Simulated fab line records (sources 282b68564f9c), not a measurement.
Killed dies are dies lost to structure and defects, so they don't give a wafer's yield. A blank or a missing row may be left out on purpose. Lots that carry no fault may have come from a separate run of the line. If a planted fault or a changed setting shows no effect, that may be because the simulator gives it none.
Problem report in the 8D (eight disciplines) form, filled by code -- flow rit cmos -- the parts of the form that need people (team, actions taken, sign-off) are left out

## 1. THE PROBLEM
oes product au at RIT_GATE_ETCH_19 reads a mean of 0.968 a.u. on 6 wafers of 2 lots; wafers without a fault read 0.847 a.u. with a standard deviation of 0.016. That is +7.6 standard deviations from the usual mean.
The step: etches poly-Si in SF6/CHF3/O2, stops on SiO2, time 165 s, target depth 312.5 nm.
Earliest sighting: wafer L654.1 on rie si-01 at day 5 19:17. The record has a number at this step for 42 wafers belonging to 14 lots. The rule behind "out" and "out of limits": a value lying over 4 standard deviations away from the usual mean. All remaining wafers that have a number are taken as sound.

## 2. WHAT IT IS; WHAT IT IS NOT
question,is,is not
which readings at this step,oes product au,"CHF3_flow_sccm, drypump motor current A"
which lots,"L654, L656","L640, L641, L643, L645, L647, L648, L650, L651, L652, L653, L659, L661"
which wafers of those lots,all that have a number,-
read on which tools,rie si-01,rie si-02
when,from day 5 19:17,"up to then (30 sound wafers); but 6 sound wafers of L659, L661 came after"

## 3. THE SUSPECTS, EACH WITH WHAT RULES IT OUT
Counting: a tool stays on the suspect list if, at a process step up to the reading, it processed all lots that are out and no sound lot following the first of them.
- plasma asher-01 at RIT_ACTIVE_STRIP_14 (strips in O2, time 180 s): ruled out as a lasting fault. The sound lots L659 went through it after L654, its earliest lot that is out (day 4 18:38).
- rie si-01 at RIT_GATE_ETCH_19 (etches poly-Si in SF6/CHF3/O2, stops on SiO2, time 165 s, target depth 312.5 nm): kept. It ran every lot that is out, first L654 (day 5 19:17), and no sound lot after that; its last sound lot up to then is L652 (day 5 09:02). Out on those wafers are its own readings of oes product au.
Remaining after the count: rie si-01 at RIT_GATE_ETCH_19.

## 4. THE CAUSE (what the simulator had put in)
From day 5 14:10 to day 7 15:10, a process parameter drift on rie si-01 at RIT_GATE_ETCH_19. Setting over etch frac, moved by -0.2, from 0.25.
This tool alone remained once counting was done.

## 5. THE CHAIN OF EFFECTS, in route order
Each row: a reading where the mean over the struck wafers with a number is more than 3 standard deviations away from the usual. Only readings whose record carries a usual standard deviation are examined. hours: median over the lots of the time between each lot's start at the first step of this table that gives one and its start at this step. sigmas: the change, counted in usual standard deviations.
hours,step,reading,usual,on struck wafers,change,sigmas
0,RIT_GATE_ETCH_19,oes product au,0.847 a.u.,0.968,+0.121,+7.6
It contains these process steps:
- RIT_GATE_ETCH_19: etches poly-Si in SF6/CHF3/O2, stops on SiO2, time 165 s, target depth 312.5 nm.
At these later measuring or inspecting steps, every struck wafer for which the step has a row has a number for every such reading, and none has moved that far: RIT_PLDD_TW_MEAS_10.

## 6. HOW IT WOULD HAVE BEEN CAUGHT EARLIER
First out-of-limits reading in this record: day 5 19:17, which is 5 hours after fault onset at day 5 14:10.
